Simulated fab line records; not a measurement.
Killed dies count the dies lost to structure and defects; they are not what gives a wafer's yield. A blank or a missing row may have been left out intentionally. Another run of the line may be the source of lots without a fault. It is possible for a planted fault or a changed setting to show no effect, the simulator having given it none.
Split-lot experiment :: flow rit cmos :: 23 wafers read from 5 lots, route of 202 steps

ABOUT THE SPLIT
At RIT_GATE_EXPOSE_13 (exposes mask M6, target cd 150 nm), the setting dose mj was moved away from the recipe's 380 on 9 of the 23 wafers read, by -4.9% to +4.3%. For the rest of the wafers, this setting stayed at what the recipe calls for.

FROM THE SPLIT TO THE READING: what the file shows between them, 6 steps
- RIT_GATE_PEB_14
- RIT_GATE_DEVELOP_15: develop time 50 s
- RIT_GATE_CD_MEAS_16: target cd 150 nm
- RIT_GATE_HARDBAKE_18: time 60 s
- RIT_GATE_ETCH_19: etches poly-Si in SF6/CHF3/O2, stops on SiO2, time 165 s, target depth 312.5 nm
- RIT_GATE_STRIP_20: strips in O2, time 180 s (also split here: o2 flow sccm)

THE READING
cd nm (nm) at RIT_GATE_CD_MEAS_90, where the cd target is 150 nm. On this fab line, fault-free wafers typically give 148 nm with a standard deviation of 3.4 nm.

wafer: L075.1
tool, chamber at the split: iline stepper-02, 0
dose mj as run: 368.8
against the recipe: -2.9%
cd nm, nm: 160
against lot-mates on the recipe: +14

wafer: L075.2
tool, chamber at the split: iline stepper-02, 0
dose mj as run: 380
against the recipe: recipe
cd nm, nm: 146
against lot-mates on the recipe: -

wafer: L075.3
tool, chamber at the split: iline stepper-02, 0
dose mj as run: 380
against the recipe: recipe
cd nm, nm: 147
against lot-mates on the recipe: -

wafer: L075.5
tool, chamber at the split: iline stepper-02, 0
dose mj as run: 368.8
against the recipe: -2.9%
cd nm, nm: 160
against lot-mates on the recipe: +14

wafer: L075.6
tool, chamber at the split: iline stepper-02, 0
dose mj as run: 380
against the recipe: recipe
cd nm, nm: 144
against lot-mates on the recipe: -

wafer: L076.1
tool, chamber at the split: iline stepper-01, 0
dose mj as run: 380
against the recipe: recipe
cd nm, nm: 147
against lot-mates on the recipe: -

wafer: L076.3
tool, chamber at the split: iline stepper-01, 0
dose mj as run: 380
against the recipe: recipe
cd nm, nm: 147
against lot-mates on the recipe: -

wafer: L076.6
tool, chamber at the split: iline stepper-01, 0
dose mj as run: 380
against the recipe: recipe
cd nm, nm: 145
against lot-mates on the recipe: -

wafer: L077.1
tool, chamber at the split: iline stepper-02, 0
dose mj as run: 380
against the recipe: recipe
cd nm, nm: 149
against lot-mates on the recipe: -

wafer: L077.3
tool, chamber at the split: iline stepper-02, 0
dose mj as run: 361.2
against the recipe: -4.9%
cd nm, nm: 176
against lot-mates on the recipe: +26

wafer: L077.4
tool, chamber at the split: iline stepper-02, 0
dose mj as run: 361.2
against the recipe: -4.9%
cd nm, nm: 175
against lot-mates on the recipe: +26

wafer: L077.5
tool, chamber at the split: iline stepper-02, 0
dose mj as run: 380
against the recipe: recipe
cd nm, nm: 150
against lot-mates on the recipe: -

wafer: L077.6
tool, chamber at the split: iline stepper-02, 0
dose mj as run: 361.2
against the recipe: -4.9%
cd nm, nm: 175
against lot-mates on the recipe: +26

wafer: L080.1
tool, chamber at the split: iline stepper-01, 0
dose mj as run: 380
against the recipe: recipe
cd nm, nm: 142
against lot-mates on the recipe: -

wafer: L080.2
tool, chamber at the split: iline stepper-01, 0
dose mj as run: 380
against the recipe: recipe
cd nm, nm: 142
against lot-mates on the recipe: -

wafer: L080.3
tool, chamber at the split: iline stepper-01, 0
dose mj as run: 393.4
against the recipe: +3.5%
cd nm, nm: 126
against lot-mates on the recipe: -16

wafer: L080.4
tool, chamber at the split: iline stepper-01, 0
dose mj as run: 380
against the recipe: recipe
cd nm, nm: 141
against lot-mates on the recipe: -

wafer: L080.6
tool, chamber at the split: iline stepper-01, 0
dose mj as run: 393.4
against the recipe: +3.5%
cd nm, nm: 125
against lot-mates on the recipe: -17

wafer: L084.1
tool, chamber at the split: iline stepper-01, 0
dose mj as run: 380
against the recipe: recipe
cd nm, nm: 153
against lot-mates on the recipe: -

wafer: L084.2
tool, chamber at the split: iline stepper-01, 0
dose mj as run: 380
against the recipe: recipe
cd nm, nm: 152
against lot-mates on the recipe: -

wafer: L084.4
tool, chamber at the split: iline stepper-01, 0
dose mj as run: 380
against the recipe: recipe
cd nm, nm: 150
against lot-mates on the recipe: -

wafer: L084.5
tool, chamber at the split: iline stepper-01, 0
dose mj as run: 396.3
against the recipe: +4.3%
cd nm, nm: 128
against lot-mates on the recipe: -24

wafer: L084.6
tool, chamber at the split: iline stepper-01, 0
dose mj as run: 396.3
against the recipe: +4.3%
cd nm, nm: 129
against lot-mates on the recipe: -23

THE FIT
A straight line over all 23 wafers: cd nm changes by -5.29 nm for each +1% of dose mj; r = -0.97; the points scatter about the line by 3.5 nm.
The same after taking each lot's own level away (the mean of its wafers on the recipe; 23 wafers): -5.12 nm for each +1%; r = -1.00; scatter 1.1 nm.
Per that fit: largest dose mj move, reading shift of 25 nm.
The span of the lots' own levels, 141.7 to 151.7 nm, comes to 2.9 times the standard deviation stated above.
The two slopes agree, so the slope changes little with the lot-to-lot level.
Check: with one of the wafers moved furthest among these (-4.9%) left out of the fit, the line predicts +25.1 nm for it against its lot-mates. It came out at +26.5 nm against them.

FURTHER SPLITS ON THESE WAFERS
These wafers also went through other splits before the reading. Each is held against what the fit with the lots' levels taken away leaves over:
other split on the same wafers: RIT_GATE_STRIP_20 o2 flow sccm
wafers away from the commonest value: 8
r with cd nm (lot level and that fit taken away): +0.12

THE WHOLE CHAIN: every reading that the file lists as answering this split, in the file's order
step: RIT_GATE_CD_MEAS_16
what it does: target cd 150 nm
reading: cd nm
change (the file's fit): -5.13 nm for each +1% of the setting
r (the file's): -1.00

step: RIT_GATE_CD_MEAS_90
what it does: target cd 150 nm
reading: cd nm
change (the file's fit): -5.12 nm for each +1% of the setting
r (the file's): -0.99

step: RIT_M1_PROBE_99
what it does: 
reading: etest.pmos turned.r on ohm um (the simulator's own value, which no gauge read)
change (the file's fit): -121 for each +1% of the setting
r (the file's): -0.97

step: RIT_M1_PROBE_99
what it does: 
reading: etest.pmos_0p15.r on ohm um (the simulator's own value, which no gauge read)
change (the file's fit): -118 for each +1% of the setting
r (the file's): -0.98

step: RIT_M1_PROBE_99
what it does: 
reading: etest.nmos_0p15.r on ohm um (the simulator's own value, which no gauge read)
change (the file's fit): -35.7 for each +1% of the setting
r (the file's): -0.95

step: RIT_M1_PROBE_99
what it does: 
reading: etest.nmos turned.drive ua um (the simulator's own value, which no gauge read)
change (the file's fit): +10.9 for each +1% of the setting
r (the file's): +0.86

THE FILE'S OWN FIT
cd nm changes by -5.12 nm for each +1% of dose mj, r = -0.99.
